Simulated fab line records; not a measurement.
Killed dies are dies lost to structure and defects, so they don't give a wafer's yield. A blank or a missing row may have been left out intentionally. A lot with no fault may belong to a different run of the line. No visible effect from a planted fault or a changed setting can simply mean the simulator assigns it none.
fab line records	flow berkeley-cmos170
[record] lots = 5	wafers = 23
route steps=331 shown PLDD@148 SPACER@171 PSD@183 NSD@195 SDANNEAL@205 SILICIDE@211 CONTACT@226 M1@242
start-h: the number of hours between the record's first day and the start of the first shown wafer of the lot	wait-h: how many hours have passed since the lot's step before this one	" as in the row above	L1.1+2: several wafers, shown together as one row	- no value, or no start given	* or withheld: withheld	< > ~ a bound
route shown NAME@n: names a module that has steps shown in the file, with the first one's number in the route	usual: mean/standard deviation taken from wafers without a fault	same: alike in all rows	chamber/n: place in a boat	sites: each site's reading	_std_site: standard deviation across them	_edge_site: mean of outer sites minus mean of inner sites	radius-mm: how far each site lies from the wafer's centre	mask NAME#n: copy n	behind: the most recent tool/chamber to have shaped the wafer	hold: why the lot was held/for how many hours/how that ended	device: names the non-switching transistor (n, p or np)	end of line: the tests these same wafers got at the end of their route	a step with no rows: only its recipe	killed: the dies lost at the first sort to structure and to defects; this is not the yield of the wafer	map: the dies of a wafer, with x for killed, . for not killed, _ for no die there
set.NAME: setting as actually run; set.NAME@STEP: the setting as run at that earlier step	model.NAME: the simulator's own value behind a step, which no gauge read
lots with deliberately changed settings; one table per step, one row per wafer
[[steps]]
[step UCB170_PLDD_EXPOSE_03]
[recipe] mask-id = PSELECT	na = 0.5	sigma-outer = 0.6	source-shape = conventional	target-cd-nm = 1200	dose-mj = 30
lot.wafer	tool	chamber	start-h	wait-h	mask	set.dose-mj
L074.1+2+4+5+6	krf-scanner-01	0	110.24	0.2	PSELECT#0	30
L075.2+4+6	krf-scanner-01	0	122.05	0.1	PSELECT#0	27.93
L075.3+5	"	0	"	"	PSELECT#0	30
L077.1+6	krf-scanner-02	0	129.89	0.1	PSELECT#0	30
L077.2+3+4	"	0	"	"	PSELECT#0	31.98
L079.2+3+5	krf-scanner-02	0	139.52	0.1	PSELECT#0	30
L084.1+4	krf-scanner-01	0	167.26	0.2	PSELECT#0	30
L084.2+3+5	"	0	"	"	PSELECT#0	31.65
[step UCB170_PLDD_PEB_04]
[recipe] peb-temp-c = 130	peb-time-s = withheld	resist = KrF
[step UCB170_PLDD_DEVELOP_05]
[recipe] developer = TMAH	develop-time-s = 45	resist = KrF	dev-temp-c = 21
[step UCB170_PLDD_CD_MEAS_06]
[recipe] target-cd-nm = 1200
[usual] cd-nm = 1199.1/1.2
lot.wafer	tool	chamber	start-h	wait-h	set.dose-mj@PLDD_EXPOSE_03	cd-nm
L074.1	cd-sem-01	-	110.84	-	30	1199.4
L074.2	"	-	"	"	30	1198.3
L074.4	"	-	"	"	30	1199.4
L074.5	"	-	"	"	30	1199.5
L074.6	"	-	"	"	30	1199.4
L075.2	cd-sem-02	-	122.44	-	27.93	1184.7
L075.3	"	-	"	"	30	1198.2
L075.4	"	-	"	"	27.93	1184.6
L075.5	"	-	"	"	30	1198.2
L075.6	"	-	"	"	27.93	1183.9
L077.1	cd-sem-02	-	130.44	-	30	1200.4
L077.2	"	-	"	"	31.98	1212.5
L077.3	"	-	"	"	31.98	1210.7
L077.4	"	-	"	"	31.98	1211.6
L077.6	"	-	"	"	30	1200.6
L079.2	cd-sem-01	-	139.91	-	30	1200.7
L079.3	"	-	"	"	30	1199.5
L079.5	"	-	"	"	30	1199.3
L084.1	cd-sem-02	-	167.75	-	30	1199.7
L084.2	"	-	"	"	31.65	1207.7
L084.3	"	-	"	"	31.65	1208.9
L084.4	"	-	"	"	30	1199.8
L084.5	"	-	"	"	31.65	1208.6
[step UCB170_SPACER_CVD_00]
[recipe] material = SiO2	target-thk-nm = 376	temp-c = 390	precursor = TEOS/O2	time-s = 47	rf-w = 550	pressure-mtorr = 9000
lot.wafer	tool	chamber	start-h	wait-h	set.time-s	model.SiO2_of_SPACER_CVD_00.thk-nm
L074.1	pecvd-02	2	114.10	0.0	49.5	395
L074.2	"	1	"	"	47	366.6
L074.4	"	0	"	"	47	382.2
L074.5	"	2	"	"	49.5	400.6
L074.6	"	1	"	"	49.5	391.6
L075.2	pecvd-02	0	125.44	0.0	47	380.6
L075.3	"	2	"	"	47	381.1
L075.4	"	1	"	"	44.25	360.6
L075.5	"	0	"	"	47	388.5
L075.6	"	2	"	"	44.25	369.2
L077.1	pecvd-01	1	132.99	0.0	47	367.5
L077.2	"	0	"	"	43.15	343.8
L077.3	"	2	"	"	43.15	333.1
L077.4	"	1	"	"	47	374.8
L077.6	"	2	"	"	47	372.3
L079.2	pecvd-02	1	146.04	0.0	47	369
L079.3	"	0	"	"	47	374.8
L079.5	"	0	"	"	47	383
L084.1	pecvd-03	1	171.50	0.0	47	374.3
L084.2	"	0	"	"	47	374.8
L084.3	"	2	"	"	47	375.4
L084.4	"	1	"	"	47	378.4
L084.5	"	0	"	"	47	379.4
[step UCB170_SPACER_THK_MEAS_01]
[recipe] reads = SiO2_of_SPACER_CVD_00
[usual] SPACER_TEOS_THK = 377/5.5
lot.wafer	tool	chamber	start-h	wait-h	set.time-s@SPACER_CVD_00	SPACER_TEOS_THK[nm]
L074.1	film-metro-01	-	114.15	0.0	49.5	395
L074.2	"	-	"	"	47	367
L074.4	"	-	"	"	47	382
L074.5	"	-	"	"	49.5	400
L074.6	"	-	"	"	49.5	392
L075.2	film-metro-03	-	125.49	0.0	47	381
L075.3	"	-	"	"	47	381
L075.4	"	-	"	"	44.25	360
L075.5	"	-	"	"	47	388
L075.6	"	-	"	"	44.25	369
L077.1	film-metro-03	-	133.03	0.0	47	368
L077.2	"	-	"	"	43.15	344
L077.3	"	-	"	"	43.15	333
L077.4	"	-	"	"	47	375
L077.6	"	-	"	"	47	372
L079.2	film-metro-01	-	146.09	0.0	47	369
L079.3	"	-	"	"	47	375
L079.5	"	-	"	"	47	383
L084.1	film-metro-01	-	171.55	0.0	47	374
L084.2	"	-	"	"	47	375
L084.3	"	-	"	"	47	375
L084.4	"	-	"	"	47	378
L084.5	"	-	"	"	47	380
[step UCB170_SPACER_ANNEAL_02]
[recipe] temp-c = 900	time-s = 1800	ambient = N2
[step UCB170_SPACER_ETCHBACK_03]
[recipe] stop-on = Si	target = SiO2	chemistry = CHF3/CF4/Ar	CHF3_flow_sccm = 50	cf4-flow-sccm = 10	Ar_flow_sccm = 120	pressure-mtorr = 200	rf-w = 512.2	target-depth-a = 3760	time-s = 100
lot.wafer	tool	chamber	start-h	wait-h	set.time-s@SPACER_CVD_00	model.etch.depth-nm
L074.1	rie-diel-01	1	117.49	0.0	49.5	395
L074.2	"	0	"	"	47	366.6
L074.4	"	3	"	"	47	-
L074.5	"	1	"	"	49.5	400.6
L074.6	"	0	"	"	49.5	-
L075.2	rie-diel-04	0	131.77	0.0	47	380.6
L075.3+5	"	3,1	"	"	47	-
L075.4	"	2	"	"	44.25	360.6
L075.6	"	0	"	"	44.25	369.2
L077.1	rie-diel-02	1	139.24	0.0	47	367.5
L077.2	"	3	"	"	43.15	343.8
L077.3	"	0	"	"	43.15	-
L077.4	"	3	"	"	47	-
L077.6	"	0	"	"	47	372.3
L079.2	rie-diel-04	0	148.05	0.0	47	369
L079.3	"	2	"	"	47	374.8
L079.5	"	3	"	"	47	383
L084.1	rie-diel-02	1	175.74	0.0	47	374.3
L084.2+4	"	0,3	"	"	47	-
L084.3	"	2	"	"	47	375.4
L084.5	"	2	"	"	47	379.4
[step UCB170_PSD_IMPLANT_08]
[recipe] species = B	dose-cm2 = 3e+15	energy-kev = 20	tilt-deg = 7
lot.wafer	tool	chamber	start-h	wait-h	set.energy-kev	model.implant.drp-nm
L074.1+5	implanter-01	0	118.97	0.0	20	28.34
L074.2+4+6	"	0	"	"	20.46	28.82
L075.2+3	implanter-03	0	132.99	0.0	20	28.34
L075.4+5+6	"	0	"	"	20.46	28.82
L077.1+2+3+4+6	implanter-04	0	140.43	0.0	20	28.34
L079.2+3+5	implanter-01	0	149.28	0.0	20	28.34
L084.1+3+4	implanter-04	0	177.17	0.0	19.49	27.83
L084.2+5	"	0	"	"	20	28.34
[step UCB170_PSD_STRIP_09]
[recipe] chemistry = O2	power-w = 400	pressure-mtorr = 3500	platen-temp-c = withheld	o2-flow-sccm = 400	overash-fraction = 0.5
[usual] strip-time-to-endpoint-s = 29.40/0.059
lot.wafer	tool	chamber	start-h	wait-h	set.energy-kev@PSD_IMPLANT_08	strip-time-to-endpoint-s
L074.1	plasma-asher-03	1	119.12	0.1	20	29.40
L074.2	"	0	"	"	20.46	29.65
L074.4	"	0	"	"	20.46	29.68
L074.5	"	0	"	"	20	29.50
L074.6	"	1	"	"	20.46	29.59
L075.2	plasma-asher-01	1	133.12	0.1	20	29.37
L075.3	"	1	"	"	20	29.47
L075.4	"	0	"	"	20.46	29.62
L075.5	"	1	"	"	20.46	29.59
L075.6	"	0	"	"	20.46	29.64
L077.1	plasma-asher-04	1	140.58	0.1	20	29.39
L077.2	"	0	"	"	20	29.24
L077.3	"	1	"	"	20	29.39
L077.4	"	0	"	"	20	29.37
L077.6	"	1	"	"	20	29.29
L079.2	plasma-asher-03	0	149.40	0.1	20	29.38
L079.3	"	0	"	"	20	29.39
L079.5	"	0	"	"	20	29.41
L084.1	plasma-asher-04	0	177.32	0.1	19.49	29.21
L084.2	"	1	"	"	20	29.38
L084.3	"	0	"	"	19.49	29.25
L084.4	"	1	"	"	19.49	29.24
L084.5	"	1	"	"	20	29.38
[step UCB170_NSD_IMPLANT_08]
[recipe] species = P	dose-cm2 = 3e+15	energy-kev = 40	tilt-deg = 7
lot.wafer	tool	chamber	start-h	wait-h	set.dose-cm2
L074.1+4+6	implanter-04	0	120.77	0.0	3e+15
L074.2+5	"	0	"	"	3.21e+15
L075.2+3+4	implanter-04	0	134.60	0.0	3.129e+15
L075.5+6	"	0	"	"	3e+15
L077.1+2+3+4+6	implanter-04	0	142.36	0.0	3e+15
L079.2+3+5	implanter-01	0	152.73	0.0	3e+15
L084.1+5	implanter-01	0	179.07	0.0	2.891e+15
L084.2+3+4	"	0	"	"	3e+15
[step UCB170_NSD_STRIP_09]
[recipe] chemistry = O2	power-w = 400	pressure-mtorr = 3500	platen-temp-c = withheld	o2-flow-sccm = 400	overash-fraction = 0.5
[usual] strip-time-to-endpoint-s = 35.80/0.055
lot.wafer	tool	chamber	start-h	wait-h	set.dose-cm2@NSD_IMPLANT_08	strip-time-to-endpoint-s
L074.1	plasma-asher-02	0	120.92	0.1	3e+15	35.79
L074.2	"	1	"	"	3.21e+15	36.46
L074.4	"	0	"	"	3e+15	35.93
L074.5	"	0	"	"	3.21e+15	36.45
L074.6	"	1	"	"	3e+15	35.88
L075.2	plasma-asher-02	1	134.72	0.1	3.129e+15	36.19
L075.3	"	1	"	"	3.129e+15	36.12
L075.4	"	0	"	"	3.129e+15	36.20
L075.5	"	0	"	"	3e+15	35.79
L075.6	"	1	"	"	3e+15	35.74
L077.1	plasma-asher-03	0	142.51	0.1	3e+15	35.78
L077.2	"	1	"	"	3e+15	35.79
L077.3	"	0	"	"	3e+15	35.76
L077.4	"	1	"	"	3e+15	35.77
L077.6	"	0	"	"	3e+15	35.87
L079.2	plasma-asher-03	0	152.85	0.1	3e+15	35.88
L079.3	"	1	"	"	3e+15	35.82
L079.5	"	1	"	"	3e+15	35.91
L084.1	plasma-asher-02	0	179.22	0.1	2.891e+15	35.44
L084.2	"	1	"	"	3e+15	35.82
L084.3	"	1	"	"	3e+15	35.75
L084.4	"	0	"	"	3e+15	35.76
L084.5	"	0	"	"	2.891e+15	35.40
[step UCB170_NSD_CLEAN_11]
[recipe] chemistry = SPM	temp-c = 120	time-s = 600
[step UCB170_SDANNEAL_RTA_01]
[recipe] temp-c = 1050	time-s = 5	ambient = N2
[step UCB170_SDANNEAL_RS_MEAS_03]
[recipe] thk-meas-gauge = four-point-probe
[usual] NSD_RS = 37.26/0.11
lot.wafer	tool	chamber	start-h	wait-h	set.dose-cm2@NSD_IMPLANT_08	NSD_RS[ohm/sq]
L074.1	film-metro-01	-	122.54	0.1	3e+15	37.16
L074.2	"	-	"	"	3.21e+15	36.24
L074.4	"	-	"	"	3e+15	37.27
L074.5	"	-	"	"	3.21e+15	36.17
L074.6	"	-	"	"	3e+15	37.25
L075.2	film-metro-04	-	136.20	0.1	3.129e+15	36.52
L075.3	"	-	"	"	3.129e+15	36.49
L075.4	"	-	"	"	3.129e+15	36.52
L075.5	"	-	"	"	3e+15	37.28
L075.6	"	-	"	"	3e+15	37.31
L077.1	film-metro-04	-	146.11	0.1	3e+15	37.32
L077.2	"	-	"	"	3e+15	37.24
L077.3	"	-	"	"	3e+15	37.37
L077.4	"	-	"	"	3e+15	37.17
L077.6	"	-	"	"	3e+15	37.16
L079.2	film-metro-02	-	154.22	0.1	3e+15	37.18
L079.3	"	-	"	"	3e+15	37.19
L079.5	"	-	"	"	3e+15	37.19
L084.1	film-metro-02	-	180.82	0.1	2.891e+15	37.82
L084.2	"	-	"	"	3e+15	37.07
L084.3	"	-	"	"	3e+15	37.33
L084.4	"	-	"	"	3e+15	37.19
L084.5	"	-	"	"	2.891e+15	37.79
[step UCB170_SILICIDE_SPUTTER_01]
[recipe] material = Ti	target-thk-nm = 30	time-s = 25	power-w = 1500	chamber-pressure-pa = 0.5
lot.wafer	tool	chamber	start-h	wait-h	set.power-w	model.Ti_of_SILICIDE_SPUTTER_01.thk-nm
L074.1	pvd-sputter-03	-	122.96	0.0	1660	33.04
L074.2	"	-	"	"	1500	29.53
L074.4	"	-	"	"	1660	32.76
L074.5	"	-	"	"	1660	32.96
L074.6	"	-	"	"	1500	29.67
L075.2	pvd-sputter-04	-	136.61	0.0	1371	26.96
L075.3	"	-	"	"	1500	29.91
L075.4	"	-	"	"	1500	29.89
L075.5	"	-	"	"	1371	27.88
L075.6	"	-	"	"	1500	29.84
L077.1	pvd-sputter-03	-	146.54	0.0	1500	29.7
L077.2	"	-	"	"	1418	27.72
L077.3	"	-	"	"	1418	27.91
L077.4	"	-	"	"	1500	29.77
L077.6	"	-	"	"	1418	28.15
L079.2	pvd-sputter-02	-	154.62	0.0	1500	29.99
L079.3	"	-	"	"	1500	30.34
L079.5	"	-	"	"	1500	29.91
L084.1	pvd-sputter-03	-	181.25	0.0	1500	29.54
L084.2	"	-	"	"	1398	27.58
L084.3	"	-	"	"	1500	29.32
L084.4	"	-	"	"	1398	27.39
L084.5	"	-	"	"	1398	27.65
[step UCB170_SILICIDE_RS_MEAS_02]
[recipe] thk-meas-gauge = four-point-probe	reads = Ti_of_SILICIDE_SPUTTER_01
[usual] SILICIDE_TI_RS = 26.3/0.31
lot.wafer	tool	chamber	start-h	wait-h	set.power-w@SILICIDE_SPUTTER_01	SILICIDE_TI_RS[ohm/sq]
L074.1	film-metro-03	-	122.99	0.0	1660	23.3
L074.2	"	-	"	"	1500	26.6
L074.4	"	-	"	"	1660	23.6
L074.5	"	-	"	"	1660	23.4
L074.6	"	-	"	"	1500	26.5
L075.2	film-metro-04	-	136.66	0.0	1371	29.6
L075.3	"	-	"	"	1500	26.2
L075.4	"	-	"	"	1500	26.3
L075.5	"	-	"	"	1371	28.5
L075.6	"	-	"	"	1500	26.2
L077.1	film-metro-02	-	146.57	0.0	1500	26.3
L077.2	"	-	"	"	1418	28.5
L077.3	"	-	"	"	1418	28.3
L077.4	"	-	"	"	1500	26.3
L077.6	"	-	"	"	1418	28.0
L079.2	film-metro-03	-	154.68	0.0	1500	26.1
L079.3	"	-	"	"	1500	25.8
L079.5	"	-	"	"	1500	26.2
L084.1	film-metro-03	-	181.32	0.1	1500	26.7
L084.2	"	-	"	"	1398	28.9
L084.3	"	-	"	"	1500	26.9
L084.4	"	-	"	"	1398	29.2
L084.5	"	-	"	"	1398	28.8
[step UCB170_SILICIDE_THK_MEAS_03]
[recipe] thk-meas-gauge = xrf	reads = Ti_of_SILICIDE_SPUTTER_01
[usual] SILICIDE_TI_THK = 30.1/0.31
lot.wafer	tool	chamber	start-h	wait-h	set.power-w@SILICIDE_SPUTTER_01	SILICIDE_TI_THK[nm]
L074.1	film-metro-03	-	123.11	0.1	1660	33.5
L074.2	"	-	"	"	1500	30.0
L074.4	"	-	"	"	1660	33.1
L074.5	"	-	"	"	1660	33.4
L074.6	"	-	"	"	1500	30.1
L075.2	film-metro-04	-	136.77	0.1	1371	27.4
L075.3	"	-	"	"	1500	30.4
L075.4	"	-	"	"	1500	30.2
L075.5	"	-	"	"	1371	28.3
L075.6	"	-	"	"	1500	30.3
L077.1	film-metro-02	-	146.69	0.1	1500	29.9
L077.2	"	-	"	"	1418	27.9
L077.3	"	-	"	"	1418	28.1
L077.4	"	-	"	"	1500	29.8
L077.6	"	-	"	"	1418	28.3
L079.2	film-metro-03	-	154.79	0.1	1500	30.3
L079.3	"	-	"	"	1500	30.7
L079.5	"	-	"	"	1500	30.2
L084.1	film-metro-03	-	181.44	0.1	1500	29.9
L084.2	"	-	"	"	1398	27.7
L084.3	"	-	"	"	1500	29.4
L084.4	"	-	"	"	1398	27.6
L084.5	"	-	"	"	1398	27.8
[step UCB170_CONTACT_COAT_10]
[recipe] resist = KrF	spin-rpm = 1500	resist-thk-nm = 900
lot.wafer	tool	chamber	start-h	wait-h	set.resist-thk-nm	model.KrF_of_CONTACT_COAT_10.thk-nm
L074.1	litho-track-01	0	-	-	900	900.2
L074.2	"	0	"	"	870.4	870.4
L074.4	"	0	"	"	900	896.8
L074.5	"	0	"	"	870.4	869.6
L074.6	"	0	"	"	870.4	869.1
L075.2	litho-track-03	0	-	-	900	899
L075.3	"	0	"	"	900	900
L075.4	"	0	"	"	900	899.2
L075.5	"	0	"	"	900	899.5
L075.6	"	0	"	"	900	900.1
L077.1	litho-track-03	0	-	-	864.8	867
L077.2	"	0	"	"	864.8	865
L077.3	"	0	"	"	900	901.1
L077.4	"	0	"	"	864.8	865.2
L077.6	"	0	"	"	900	904.1
L079.2	litho-track-02	0	-	-	900	900
L079.3	"	0	"	"	900	899.9
L079.5	"	0	"	"	900	900.4
L084.1	litho-track-03	0	-	-	900	905.2
L084.2	"	0	"	"	900	904.2
L084.3	"	0	"	"	900	900.9
L084.4	"	0	"	"	900	903.4
L084.5	"	0	"	"	900	906.5
[step UCB170_CONTACT_SOFTBAKE_11]
[recipe] resist = KrF	temp-c = 130	time-s = 60
[step UCB170_CONTACT_EXPOSE_12]
[recipe] mask-id = CONT	target-cd-nm = 700	na = 0.5	sigma-outer = 0.6	source-shape = conventional	dose-mj = 35
[step UCB170_CONTACT_ETCH_17]
[recipe] chemistry = N2/H2	target-depth-a = withheld	overetch-a = withheld	target = BARC	time-s = withheld	source-w = 500	bias-w = 100	pressure-mtorr = 30	n2-flow-sccm = 100	h2-flow-sccm = 200
[step UCB170_CONTACT_ETCH_18]
[recipe] chemistry = CHF3/CF4/Ar	target = PSG	stop-on = TiSi2	CHF3_flow_sccm = 45	cf4-flow-sccm = 15	Ar_flow_sccm = 150	pressure-mtorr = 200	rf-w = 700	target-depth-a = 8400	over-etch-frac = 0.2	time-s = 195
lot.wafer	tool	chamber	start-h	wait-h	set.resist-thk-nm@CONTACT_COAT_10	model.KrF_of_CONTACT_COAT_10.thk-nm
L074.1	rie-diel-01	1	-	-	900	689.4
L074.2	"	3	"	"	870.4	666.4
L074.4	"	0	"	"	900	694.6
L074.5	"	0	"	"	870.4	668.3
L074.6	"	1	"	"	870.4	657.1
L075.2	rie-diel-03	0	-	-	900	691.4
L075.3	"	2	"	"	900	689.7
L075.4	"	2	"	"	900	689.4
L075.5	"	1	"	"	900	693.5
L075.6	"	0	"	"	900	690.7
L077.1	rie-diel-03	0	-	-	864.8	656.7
L077.2	"	2	"	"	864.8	653.1
L077.3	"	1	"	"	900	691.8
L077.4	"	3	"	"	864.8	652.3
L077.6	"	0	"	"	900	694.8
L079.2	rie-diel-03	2	-	-	900	688.5
L079.3	"	1	"	"	900	692
L079.5	"	3	"	"	900	687.1
L084.1	rie-diel-03	0	-	-	900	695.7
L084.2	"	1	"	"	900	697.5
L084.3	"	3	"	"	900	687.2
L084.4	"	1	"	"	900	695.5
L084.5	"	3	"	"	900	693.2
[step UCB170_M1_COAT_04]
[recipe] resist = KrF	spin-rpm = 1500	resist-thk-nm = 900
lot.wafer	tool	chamber	start-h	wait-h	set.resist-thk-nm	model.KrF_of_M1_COAT_04.thk-nm
L074.1	litho-track-02	0	-	-	883.3	885.4
L074.2	"	0	"	"	883.3	880.3
L074.4	"	0	"	"	883.3	880.2
L074.5	"	0	"	"	900	896.4
L074.6	"	0	"	"	900	897.3
L075.2	litho-track-02	0	-	-	847.5	849.2
L075.3	"	0	"	"	900	898.8
L075.4	"	0	"	"	847.5	846
L075.5	"	0	"	"	900	900.6
L075.6	"	0	"	"	847.5	846.8
L077.1	litho-track-04	0	-	-	900	904.3
L077.2	"	0	"	"	900	902.1
L077.3	"	0	"	"	883.5	887.1
L077.4	"	0	"	"	883.5	887.5
L077.6	"	0	"	"	883.5	887.4
L079.2	litho-track-02	0	-	-	900	899
L079.3	"	0	"	"	900	900.9
L079.5	"	0	"	"	900	898
L084.1	litho-track-04	0	-	-	870.3	871.5
L084.2	"	0	"	"	870.3	873
L084.3	"	0	"	"	900	901.8
L084.4	"	0	"	"	870.3	873.3
L084.5	"	0	"	"	900	899
[step UCB170_M1_METAL_ETCH_12]
[recipe] chemistry = Cl2/BCl3	target = Al	stop-on = PSG	pressure-mtorr = 12	target-depth-a = 7800	over-etch-frac = 0.3	time-s = 130	icp-w = 600	bias-w = 120	Cl2_flow_sccm = 90	bcl3-flow-sccm = 45
lot.wafer	tool	chamber	start-h	wait-h	set.time-s	set.resist-thk-nm@M1_COAT_04	model.KrF_of_M1_COAT_04.thk-nm
L074.1	rie-metal-04	1	129.41	-	130	883.3	422.4
L074.2	"	0	"	"	130	883.3	418.3
L074.4	"	0	"	"	130	883.3	416
L074.5	"	1	"	"	130	900	434.2
L074.6	"	0	"	"	130	900	436.2
L075.2	rie-metal-04	1	143.82	-	148	847.5	317.3
L075.3	"	0	"	"	130	900	431.6
L075.4	"	1	"	"	148	847.5	314.4
L075.5	"	0	"	"	130	900	435.4
L075.6	"	1	"	"	130	847.5	376.5
L077.1	rie-metal-01	1	156.36	-	130	900	430.9
L077.2	"	0	"	"	136.5	900	403.3
L077.3	"	0	"	"	130	883.5	413.4
L077.4	"	1	"	"	136.5	883.5	386.9
L077.6	"	0	"	"	130	883.5	412
L079.2	rie-metal-04	1	162.85	-	130	900	434.8
L079.3	"	1	"	"	130	900	433.9
L079.5	"	1	"	"	130	900	429.8
L084.1	rie-metal-03	1	187.36	-	125.1	870.3	428.1
L084.2	"	0	"	"	125.1	870.3	445.5
L084.3	"	1	"	"	130	900	440.2
L084.4	"	0	"	"	130	870.3	431
L084.5	"	0	"	"	130	900	457
[[key]]
[split] step = UCB170_PLDD_EXPOSE_03	setting = dose-mj	stated = 30	by = wafer
[response] step = UCB170_PLDD_CD_MEAS_06	reading = cd-nm	change = +1.78	per = 1%	r = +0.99
[split] step = UCB170_SPACER_CVD_00	setting = time-s	stated = 47	by = wafer
[response] step = UCB170_SPACER_CVD_00	reading = model.SiO2_of_SPACER_CVD_00.thk-nm	change = +3.8	per = 1%	r = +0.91
[response] step = UCB170_SPACER_THK_MEAS_01	reading = SPACER_TEOS_THK	change = +3.82	per = 1%	r = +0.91
[response] step = UCB170_SPACER_ETCHBACK_03	reading = model.etch.depth-nm	change = +3.64	per = 1%	r = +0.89
[split] step = UCB170_PSD_IMPLANT_08	setting = energy-kev	stated = 20	by = wafer
[response] step = UCB170_PSD_IMPLANT_08	reading = model.implant.drp-nm	change = +0.206	per = 1%	r = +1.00
[response] step = UCB170_PSD_STRIP_09	reading = strip-time-to-endpoint-s	change = *	per = 1%	r = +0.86
[split] step = UCB170_NSD_IMPLANT_08	setting = dose-cm2	stated = 3e+15	by = wafer
[response] step = UCB170_NSD_STRIP_09	reading = strip-time-to-endpoint-s	change = *	per = 1%	r = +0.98
[response] step = UCB170_SDANNEAL_RS_MEAS_03	reading = NSD_RS	change = -0.158	per = 1%	r = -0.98
[split] step = UCB170_SILICIDE_SPUTTER_01	setting = power-w	stated = 1500	by = wafer
[response] step = UCB170_SILICIDE_SPUTTER_01	reading = model.Ti_of_SILICIDE_SPUTTER_01.thk-nm	change = +0.301	per = 1%	r = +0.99
[response] step = UCB170_SILICIDE_RS_MEAS_02	reading = SILICIDE_TI_RS	change = -0.313	per = 1%	r = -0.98
[response] step = UCB170_SILICIDE_THK_MEAS_03	reading = SILICIDE_TI_THK	change = +0.299	per = 1%	r = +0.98
[split] step = UCB170_CONTACT_COAT_10	setting = resist-thk-nm	stated = 900	by = wafer
[response] step = UCB170_CONTACT_COAT_10	reading = model.KrF_of_CONTACT_COAT_10.thk-nm	change = +9.14	per = 1%	r = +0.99
[response] step = UCB170_CONTACT_ETCH_18	reading = model.KrF_of_CONTACT_COAT_10.thk-nm	change = +9.42	per = 1%	r = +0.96
[split] step = UCB170_M1_COAT_04	setting = resist-thk-nm	stated = 900	by = wafer
[response] step = UCB170_M1_COAT_04	reading = model.KrF_of_M1_COAT_04.thk-nm	change = +8.77	per = 1%	r = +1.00
[response] step = UCB170_M1_METAL_ETCH_12	reading = model.KrF_of_M1_COAT_04.thk-nm	slope = +8.97	per = 1%	together-with = time-s@M1_METAL_ETCH_12	explained = 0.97
[split] step = UCB170_M1_METAL_ETCH_12	setting = time-s	stated = 130	by = wafer
[response] step = UCB170_M1_METAL_ETCH_12	reading = model.KrF_of_M1_COAT_04.thk-nm	slope = -4.62	per = 1%	together-with = resist-thk-nm@M1_COAT_04	explained = 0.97
